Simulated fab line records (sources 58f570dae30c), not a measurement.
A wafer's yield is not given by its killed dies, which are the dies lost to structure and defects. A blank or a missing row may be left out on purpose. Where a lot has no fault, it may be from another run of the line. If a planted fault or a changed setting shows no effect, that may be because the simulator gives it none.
Problem report in the 8D (eight disciplines) form, filled by code | flow berkeleyCmos170 | the parts of the form that need people (team, actions taken, sign-off) are left out

1. THE PROBLEM
M3_AL_RS at UCB170_M3_RS_MEAS_02 reads a mean of 0.0372 ohm/sq on 6 wafers of 2 lots; wafers without a fault read 0.0323 ohm/sq with a standard deviation of 0.0003. That is +16 standard deviations from the usual mean.
The step: measures by four-point-probe.
The first sign was on wafer L718.2 at day 11 11:47, on filmMetro-03. At this step, 42 wafers from 14 lots have a number in the record. By rule, "out" or "out of limits" means more than 4 standard deviations away from the usual mean. The other wafers with a number count as sound.

2. WHAT THIS IS AND IS NOT
question                    | is                         | is not
which readings at this step | M3_AL_RS                   | -
which lots                  | L718, L721                 | L701, L702, L704, L705, L707, L708, L709, L710, L711, L712, L722, L723
which wafers of those lots  | all that have a number     | -
read on which gauges        | filmMetro-02, filmMetro-03 | filmMetro-04
when                        | from day 11 11:47          | up to then (30 sound wafers); but 6 sound wafers of L722, L723 came after

3. THE SUSPECTS, EACH WITH WHAT RULES IT OUT
Counting: a tool at any process step up to the reading remains a suspect when it ran all the lots that are out and ran no sound lot after the first of those.
- the gauge at UCB170_M3_RS_MEAS_02 is ruled out. The wafers that are out were read on 2 gauges (filmMetro-02, filmMetro-03).
- pvdSputter-04 at UCB170_M3_SPUTTER_01 (material Al, target thk 900 nm, time 120 s): kept. It processed each lot that is out, first L718 at day 11 11:41, and no sound lot thereafter; up to then, the last sound lot it processed was L711 at day 9 22:49.
After counting, what remains is pvdSputter-04 at UCB170_M3_SPUTTER_01.

4. THE CAUSE (what the simulator had put in)
Site profile drift: pvdSputter-04, from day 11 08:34 on, at UCB170_M3_SPUTTER_01. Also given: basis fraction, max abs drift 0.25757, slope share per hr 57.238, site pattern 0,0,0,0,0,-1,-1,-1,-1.
The count eliminated every tool but this one.

5. THE EFFECT CHAIN, in route order
Each row: a reading where the mean over the struck wafers with a number is more than 3 standard deviations away from the usual. Only readings for which the record gives a usual standard deviation are gone through. hours: the time from each lot's start at the first step in this table that gives one to its start at this step, as a median over the lots. sigmas: the change in usual standard deviations.
hours | step                    | reading      | usual         | on struck wafers | change  | sigmas
0     | UCB170_M3_RS_MEAS_02    | M3_AL_RS     | 0.0323 ohm/sq | 0.0372           | +0.0049 | +16
0     | UCB170_M3_THK_MEAS_03   | M3_AL_THK    | 875 nm        | 779              | -96     | -12
3     | UCB170_M3_METAL_ETCH_18 | oesProductAu | 0.859 a.u.    | 0.804            | -0.054  | -4.2
It contains these process steps:
- UCB170_M3_METAL_ETCH_18: etches Al in Cl2/BCl3, stops on SiO2, target depth 1170 nm, time 195 s.

6. HOW IT WOULD HAVE BEEN CAUGHT EARLIER
Counted from the fault's start at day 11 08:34, it took 3 hours until the first out-of-limits reading at a measuring or inspecting step in this record, taken at day 11 11:47.
Tool readings at UCB170_M3_SPUTTER_01 with a usual standard deviation given in the record: none out on any struck wafer, hence no alarm at a limit of 4 standard deviations on them.
Lots out: 2; of these, L721 started UCB170_M3_SPUTTER_01 on pvdSputter-04 after day 11 11:47. It would have been spared by a hold on the tool at that moment.
